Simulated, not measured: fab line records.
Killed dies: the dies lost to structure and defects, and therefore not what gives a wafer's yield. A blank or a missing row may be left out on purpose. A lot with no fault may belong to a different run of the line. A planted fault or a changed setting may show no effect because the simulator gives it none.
A single fault, viewed from 2 desks -- flow ritCmos -- each desk has only its own numbers; what lay behind them comes last

## FROM THE METROLOGY DESK
What the gauges read for every lot (on any tool): the sampled wafers with a number, averaged. A lot is out of limits, marked OUT, if its mean lies more than 4 standard deviations from the usual mean; the brackets give that distance.
Columns: A = GATE_OXIDE_THK at RIT_GATE_THK_MEAS_07, usual 3.03 nm
lot,first seen here,A
L181,day 2 13:13,3.05
L182,day 2 19:29,3.02
L185,day 3 07:07,3.06
L186,day 3 16:04,3.06
L188,day 3 21:08,3.00
L189,day 4 05:29,3.05
L190,day 4 15:26,2.97
L191,day 4 18:07,3.00
L192,day 4 19:09,2.99
L194,day 5 09:07,3.04
L195,day 5 11:55,3.00
L196,day 5 14:21,3.00
L203,day 7 01:01,0.49 (-42) OUT
L204,day 7 06:32,0.37 (-44) OUT
This desk's finding: out of limits on L203, L204; first on L203, day 7 01:01 (GATE_OXIDE_THK at RIT_GATE_THK_MEAS_07). L181, L182, L185, L186, L188, L189, L190, L191, L192, L194, L195, L196 stayed within limits.

## DESK OF THE TOOL OWNER: furnace-03
The tool's own readings at RIT_GATE_OXIDATION_05 (target thk 3 nm, ox time 270 s): means of the sampled wafers that have a number, for each lot that ran on this tool. A lot is out of limits, marked OUT, if its mean lies more than 4 standard deviations from the usual mean; the brackets give that distance.
Columns: A = spikeTcCentreC at RIT_GATE_OXIDATION_05, usual 902.6 C; B = spikeTcLoadC at RIT_GATE_OXIDATION_05, usual 926.3 C; C = spikeTcSourceC at RIT_GATE_OXIDATION_05, usual 926.4 C; D = tubeCenterTempC at RIT_GATE_OXIDATION_05, usual 899.99 C; E = tube_center_temp_C_max at RIT_GATE_OXIDATION_05, usual 902.3; F = zonePowerLoadPct at RIT_GATE_OXIDATION_05, usual 27.4 %; G = zonePowerSourcePct at RIT_GATE_OXIDATION_05, usual 27.2 %
lot,first seen here,A,B,C,D,E,F,G
L185,day 3 05:46,903.0,924.8,924.5,899.93,901.9,27.2,29.3
L186,day 3 13:29,901.8,925.4,924.2,900.05,902.0,27.3,29.1
L191,day 4 16:47,902.5,924.9,924.7,899.95,902.7,27.4,29.2
L203,day 6 22:22,771.5 (-99 or more) OUT,790.9 (-85) OUT,791.3 (-56) OUT,767.47 (-99 or more) OUT,769.7 (-99 or more) OUT,19.5 (-5.6) OUT,20.6 (-4.4) OUT
L204,day 7 04:45,770.6 (-99 or more) OUT,790.2 (-85) OUT,791.7 (-56) OUT,767.61 (-99 or more) OUT,769.8 (-99 or more) OUT,19.3 (-5.8) OUT,20.6 (-4.4) OUT
This desk finds L203, L204 out of limits, L203 being first, at day 6 22:22 (spikeTcCentreC at RIT_GATE_OXIDATION_05). L185, L186, L191 stayed within limits.

## ALL TOGETHER
An alarm could have come from the tool owner's desk at day 6 22:22, on L203, L204.
At day 7 01:01 the metrology desk could have sounded an alarm, on L203, L204.
The lots listed all ran RIT_GATE_OXIDATION_05 on furnace-03.

## WHAT THE SIMULATOR HAD INSERTED
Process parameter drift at RIT_GATE_OXIDATION_05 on furnace-03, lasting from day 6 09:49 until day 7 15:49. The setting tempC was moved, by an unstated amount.
Struck lots among those shown: L203, L204.
Hours from the fault's start to each desk's first reading out of limits: the tool owner's desk, 13; the metrology desk, 15.
